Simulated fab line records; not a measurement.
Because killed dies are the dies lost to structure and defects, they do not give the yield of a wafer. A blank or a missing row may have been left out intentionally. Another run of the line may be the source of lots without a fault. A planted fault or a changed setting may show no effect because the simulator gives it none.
8D (eight disciplines) problem report, filled in by code | flow rit_cmos | the parts of the form that need people (team, actions taken, sign-off) are left out

## 1. WHAT WENT WRONG
At RIT_PSD_HARDBAKE_07, heater_power_total_W averages 66.52 W over 6 wafers from 2 lots, while fault-free wafers read 62.55 W, standard deviation 0.05. That is +79 standard deviations from the usual mean.
The step: time 60 s.
Seen first at day 5 18:17 on litho_track-02, wafer L789.1. At this step, 42 wafers from 14 lots have a number in the record. Rule for "out", or "out of limits": more than 4 standard deviations from the usual mean. All remaining wafers that have a number are taken as sound.

## 2. WHAT IT IS, WHAT IT ISN'T
question                    | is                                 | is not
which readings at this step | heater_power_total_W, plate_temp_C | -
which lots                  | L789, L791                         | L776, L777, L778, L779, L781, L782, L783, L784, L786, L787, L788, L799
which wafers of those lots  | all that have a number             | -
read on which tools         | litho_track-02                     | litho_track-01, litho_track-04
when                        | from day 5 18:17                   | up to then (33 sound wafers); but 3 sound wafers of L799 came after

## 3. WHAT RULES OUT EACH SUSPECT
Counting: a tool stays on the suspect list if, at a process step up to the reading, it processed all lots that are out and no sound lot following the first of them.
- litho_track-02 at RIT_PSD_HARDBAKE_07 (time 60 s): kept. It processed each lot that is out, first L789 at day 5 18:17, and no sound lot thereafter; up to then, the last sound lot it processed was L788 at day 5 12:58. Its own readings are out on those wafers: heater_power_total_W, plate_temp_C.
The count leaves litho_track-02 at RIT_PSD_HARDBAKE_07.

## 4. THE CAUSE (what the simulator had put in)
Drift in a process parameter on litho_track-02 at RIT_PSD_HARDBAKE_07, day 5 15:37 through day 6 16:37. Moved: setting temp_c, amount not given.
Counting left only this tool.

## 5. THE EFFECT CHAIN, in route order
Rows list readings where the struck wafers' mean (over those with a number) sits beyond 3 standard deviations from the usual. Only readings whose record carries a usual standard deviation are examined. hours: median over the lots of the time between each lot's start at the first step of this table that gives one and its start at this step. sigmas: the change, counted in usual standard deviations.
hours | step                | reading              | usual    | on struck wafers | change | sigmas
0     | RIT_PSD_HARDBAKE_07 | heater_power_total_W | 62.55 W  | 66.52            | +3.97  | +79
0     | RIT_PSD_HARDBAKE_07 | plate_temp_C         | 140.01 C | 146.97           | +6.96  | +54
The process steps in it:
- RIT_PSD_HARDBAKE_07: time 60 s.

## 6. HOW IT WOULD HAVE BEEN CAUGHT EARLIER
First out-of-limits reading in this record: day 5 18:17, which is 3 hours after fault onset at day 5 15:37.
